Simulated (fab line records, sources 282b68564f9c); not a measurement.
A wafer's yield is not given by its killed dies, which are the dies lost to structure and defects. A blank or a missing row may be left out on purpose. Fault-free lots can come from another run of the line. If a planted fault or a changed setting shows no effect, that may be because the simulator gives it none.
Split-lot experiment || flow ritCmos || 23 wafers read from 5 lots, route of 202 steps

SPLIT DETAILS
At RIT_ACTIVE_DEVELOP_10 (develop time 50 s), the setting developTimeS was moved away from the recipe's 50 s on 7 of the 23 wafers read, by -5.8% to +13.2%. For the rest of the wafers, this setting stayed at what the recipe calls for.

FROM THE SPLIT TO THE READING: what the file shows between them, 4 steps
- RIT_ACTIVE_CD_MEAS_11: target cd 1400 nm
- RIT_ACTIVE_HARDBAKE_12: time 60 s
- RIT_ACTIVE_ETCH_13: etches Si3N4 in SF6, stops on SiO2, time 210 s, target depth 210 nm
- RIT_ACTIVE_STRIP_14: strips in O2, time 180 s

THE READING
Shown in nm: cdNm at RIT_ACTIVE_CD_MEAS_90, with target cd 1400 nm. On this fab line, fault-free wafers typically give 1400 nm with a standard deviation of 3 nm.

{"wafer": "L076.1", "tool, chamber at the split": "lithoTrack-02, 0", "developTimeS as run, s": 50, "against the recipe": "recipe", "cdNm, nm": 1392, "against lot-mates on the recipe": "-"}
{"wafer": "L076.2", "tool, chamber at the split": "lithoTrack-02, 0", "developTimeS as run, s": 56.59, "against the recipe": "+13.2%", "cdNm, nm": 1381, "against lot-mates on the recipe": -12}
{"wafer": "L076.3", "tool, chamber at the split": "lithoTrack-02, 0", "developTimeS as run, s": 50, "against the recipe": "recipe", "cdNm, nm": 1393, "against lot-mates on the recipe": "-"}
{"wafer": "L076.4", "tool, chamber at the split": "lithoTrack-02, 0", "developTimeS as run, s": 56.59, "against the recipe": "+13.2%", "cdNm, nm": 1380, "against lot-mates on the recipe": -13}
{"wafer": "L076.5", "tool, chamber at the split": "lithoTrack-02, 0", "developTimeS as run, s": 50, "against the recipe": "recipe", "cdNm, nm": 1394, "against lot-mates on the recipe": "-"}
{"wafer": "L077.1", "tool, chamber at the split": "lithoTrack-01, 0", "developTimeS as run, s": 47.66, "against the recipe": "-4.7%", "cdNm, nm": 1405, "against lot-mates on the recipe": -1}
{"wafer": "L077.3", "tool, chamber at the split": "lithoTrack-01, 0", "developTimeS as run, s": 50, "against the recipe": "recipe", "cdNm, nm": 1403, "against lot-mates on the recipe": "-"}
{"wafer": "L077.4", "tool, chamber at the split": "lithoTrack-01, 0", "developTimeS as run, s": 50, "against the recipe": "recipe", "cdNm, nm": 1408, "against lot-mates on the recipe": "-"}
{"wafer": "L077.5", "tool, chamber at the split": "lithoTrack-01, 0", "developTimeS as run, s": 50, "against the recipe": "recipe", "cdNm, nm": 1406, "against lot-mates on the recipe": "-"}
{"wafer": "L077.6", "tool, chamber at the split": "lithoTrack-01, 0", "developTimeS as run, s": 47.66, "against the recipe": "-4.7%", "cdNm, nm": 1409, "against lot-mates on the recipe": "+3"}
{"wafer": "L080.2", "tool, chamber at the split": "lithoTrack-04, 0", "developTimeS as run, s": 47.1, "against the recipe": "-5.8%", "cdNm, nm": 1406, "against lot-mates on the recipe": "+7"}
{"wafer": "L080.3", "tool, chamber at the split": "lithoTrack-04, 0", "developTimeS as run, s": 50, "against the recipe": "recipe", "cdNm, nm": 1397, "against lot-mates on the recipe": "-"}
{"wafer": "L080.4", "tool, chamber at the split": "lithoTrack-04, 0", "developTimeS as run, s": 47.1, "against the recipe": "-5.8%", "cdNm, nm": 1403, "against lot-mates on the recipe": "+4"}
{"wafer": "L080.5", "tool, chamber at the split": "lithoTrack-04, 0", "developTimeS as run, s": 47.1, "against the recipe": "-5.8%", "cdNm, nm": 1403, "against lot-mates on the recipe": "+4"}
{"wafer": "L080.6", "tool, chamber at the split": "lithoTrack-04, 0", "developTimeS as run, s": 50, "against the recipe": "recipe", "cdNm, nm": 1401, "against lot-mates on the recipe": "-"}
{"wafer": "L082.1", "tool, chamber at the split": "lithoTrack-04, 0", "developTimeS as run, s": 50, "against the recipe": "recipe", "cdNm, nm": 1400, "against lot-mates on the recipe": "-"}
{"wafer": "L082.2", "tool, chamber at the split": "lithoTrack-04, 0", "developTimeS as run, s": 50, "against the recipe": "recipe", "cdNm, nm": 1399, "against lot-mates on the recipe": "-"}
{"wafer": "L082.3", "tool, chamber at the split": "lithoTrack-04, 0", "developTimeS as run, s": 50, "against the recipe": "recipe", "cdNm, nm": 1400, "against lot-mates on the recipe": "-"}
{"wafer": "L082.5", "tool, chamber at the split": "lithoTrack-04, 0", "developTimeS as run, s": 50, "against the recipe": "recipe", "cdNm, nm": 1401, "against lot-mates on the recipe": "-"}
{"wafer": "L082.6", "tool, chamber at the split": "lithoTrack-04, 0", "developTimeS as run, s": 50, "against the recipe": "recipe", "cdNm, nm": 1399, "against lot-mates on the recipe": "-"}
{"wafer": "L085.1", "tool, chamber at the split": "lithoTrack-02, 0", "developTimeS as run, s": 50, "against the recipe": "recipe", "cdNm, nm": 1398, "against lot-mates on the recipe": "-"}
{"wafer": "L085.3", "tool, chamber at the split": "lithoTrack-02, 0", "developTimeS as run, s": 50, "against the recipe": "recipe", "cdNm, nm": 1400, "against lot-mates on the recipe": "-"}
{"wafer": "L085.4", "tool, chamber at the split": "lithoTrack-02, 0", "developTimeS as run, s": 50, "against the recipe": "recipe", "cdNm, nm": 1399, "against lot-mates on the recipe": "-"}

THE FIT
A straight line over all 23 wafers: cdNm changes by -1.32 nm for each +1% of developTimeS; r = -0.85; the points scatter about the line by 3.9 nm.
The same after taking each lot's own level away (the mean of its wafers on the recipe; 23 wafers): -0.872 nm for each +1%; r = -0.93; scatter 1.6 nm.
According to that fit, moving developTimeS by its largest amount changes the reading by 11 nm.
Measured against the standard deviation above, the lots' own levels, which go from 1393.0 to 1405.7 nm, span 4.2 times it.
So the lot-to-lot level changes the slope: the two fits differ.
Check: with one of the wafers moved furthest among these (+13.2%) left out of the fit, the line predicts -11.7 nm for it against its lot-mates. Against them it came out at -12 nm.

ADDITIONAL SPLITS CARRIED BY THESE WAFERS
Other splits were also applied to these wafers ahead of the reading. Each is held against what the fit with the lots' levels taken away leaves over:
{"other split on the same wafers": "RIT_ACTIVE_CVD_03 tempC", "wafers away from the commonest value": 15, "r with cdNm (lot level and that fit taken away)": -0.05}

THE WHOLE CHAIN: every reading that the file lists as answering this split, in the file's order
{"step": "RIT_ACTIVE_CD_MEAS_11", "what it does": "target cd 1400 nm", "reading": "cdNm", "change (the file's fit)": "-0.858 nm for each +1% of the setting", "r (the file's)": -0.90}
{"step": "RIT_ACTIVE_CD_MEAS_90", "what it does": "target cd 1400 nm", "reading": "cdNm", "change (the file's fit)": "-0.875 nm for each +1% of the setting", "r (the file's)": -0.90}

FILE'S OWN FIT
cdNm changes by -0.875 nm for each +1% of developTimeS, r = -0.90.
